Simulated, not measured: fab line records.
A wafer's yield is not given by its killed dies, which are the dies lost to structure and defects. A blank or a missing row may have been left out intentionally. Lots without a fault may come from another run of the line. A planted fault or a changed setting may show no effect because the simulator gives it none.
Commonality check across tools	flow berkeley cmos170	48 wafers sampled across 14 lots

REASON IT WAS OPENED
2 of 14 lots carry a flag on the reading PLDD_RS at UCB170_SDANNEAL_RS_MEAS_04. Fault-free wafers read 1021.5 ohm/sq, with a standard deviation of 3.
Rule: a lot is flagged in two cases, either no wafer of it has a number, or all its wafers with numbers fall more than 4 standard deviations from that mean. All remaining lots are regarded as sound.

lot	measured	on	PLDD_RS (ohm/sq), wafer by wafer	flag
L706	day 7 01:26	film metro-01	1019.3 1019.3 1016.3	
L708	day 7 10:26	film metro-01	1021.5 1025.9 1027.7	
L711	day 7 21:47	film metro-02	1017.3 1020.3 1018.4	
L712	day 8 06:23	film metro-01	1020.0 1021.5 1020.4	
L715	day 8 13:09	film metro-04	1020.4 1020.4 1021.3	
L714	day 8 13:46	film metro-01	1021.8 1024.2 1022.1	
L716	day 9 04:26	film metro-01	1021.6 1022.0 1019.4	
L717	day 9 04:40	film metro-04	1022.8 1021.2 1021.8	
L718	day 9 13:09	film metro-02	1021.4 1018.5 1025.1	
L723	day 10 12:27	film metro-02	941.5 939.4 938.6 939.9 940.8 940.7	FLAGGED
L724	day 10 12:46	film metro-04	1020.0 1020.5 1021.4	
L725	day 10 13:07	film metro-01	1016.6 1020.4 1021.1	
L726	day 10 13:20	film metro-02	941.3 940.7 943.2 943.2 942.9 941.9	FLAGGED
L729	day 11 10:34	film metro-01	1017.9 1017.2 1019.4	
Average over the flagged lots: 941.2 ohm/sq; offset from the usual -80.3 ohm/sq, equal to -27 standard deviations.

WHICH TOOL RAN EACH LOT
The record holds 1 process step before the reading, out of a route of 331 steps. In each cell: the tool, then ch and the chambers that the sampled wafers went through, then the start.
lot	flag	UCB170_PLDD_IMPLANT_08
L706		implanter-02 ch 0, day 6 08:37
L708		implanter-04 ch 0, day 6 19:57
L711		implanter-01 ch 0, day 7 09:23
L712		implanter-04 ch 0, day 7 17:47
L715		implanter-04 ch 0, day 8 00:46
L714		implanter-02 ch 0, day 8 00:28
L716		implanter-02 ch 0, day 8 13:23
L717		implanter-04 ch 0, day 8 13:34
L718		implanter-04 ch 0, day 8 22:58
L723	FLAGGED	implanter-04 ch 0, day 9 21:14
L724		implanter-01 ch 0, day 9 21:52
L725		implanter-02 ch 0, day 10 02:13
L726	FLAGGED	implanter-04 ch 0, day 10 02:34
L729		implanter-02 ch 0, day 10 22:09
What the steps here do:
- UCB170_PLDD_IMPLANT_08
- UCB170_SDANNEAL_RS_MEAS_04: measures by four-point-probe.

FLAGGED AGAINST TOTAL, ONE TOOL AT A TIME (gauges that did the reading follow at the end)
step	tool	lots run	flagged	share of the flagged lots	sound lots run after its first flagged lot
UCB170_PLDD_IMPLANT_08	implanter-01	2	0	none	-
UCB170_PLDD_IMPLANT_08	implanter-02	5	0	none	-
UCB170_PLDD_IMPLANT_08	implanter-04	7	2	all	0
UCB170_SDANNEAL_RS_MEAS_04	film metro-01	7	0	none	-
UCB170_SDANNEAL_RS_MEAS_04	film metro-02	4	2	all	0
UCB170_SDANNEAL_RS_MEAS_04	film metro-04	3	0	none	-

WHAT IS ALLOWED BY THE TABLE
2 rows of the table ran every flagged lot: implanter-04 at UCB170_PLDD_IMPLANT_08, film metro-02 at UCB170_SDANNEAL_RS_MEAS_04.
- implanter-04 at UCB170_PLDD_IMPLANT_08 ran 7 lots, 2 of them flagged. A fault beginning between L718 (day 8 22:58), its last sound lot, and L723 (day 9 21:14), its first flagged one, fits the data. Its own readings (beam on s, end station pressure torr, faraday current uA) fall more than 4 standard deviations out on all wafers of the flagged lots.
- film metro-02 at UCB170_SDANNEAL_RS_MEAS_04 ran 4 lots, 2 of them flagged. A fault beginning between L718 (day 9 13:09), its last sound lot, and L723 (day 10 12:27), its first flagged one, fits the data.
Because each of these 2 tools fits a fault that began at some hour, counting lots does not separate them. More lots, or a look at what each step does to the wafer, might.

WHAT THE SIMULATOR HAD PUT IN
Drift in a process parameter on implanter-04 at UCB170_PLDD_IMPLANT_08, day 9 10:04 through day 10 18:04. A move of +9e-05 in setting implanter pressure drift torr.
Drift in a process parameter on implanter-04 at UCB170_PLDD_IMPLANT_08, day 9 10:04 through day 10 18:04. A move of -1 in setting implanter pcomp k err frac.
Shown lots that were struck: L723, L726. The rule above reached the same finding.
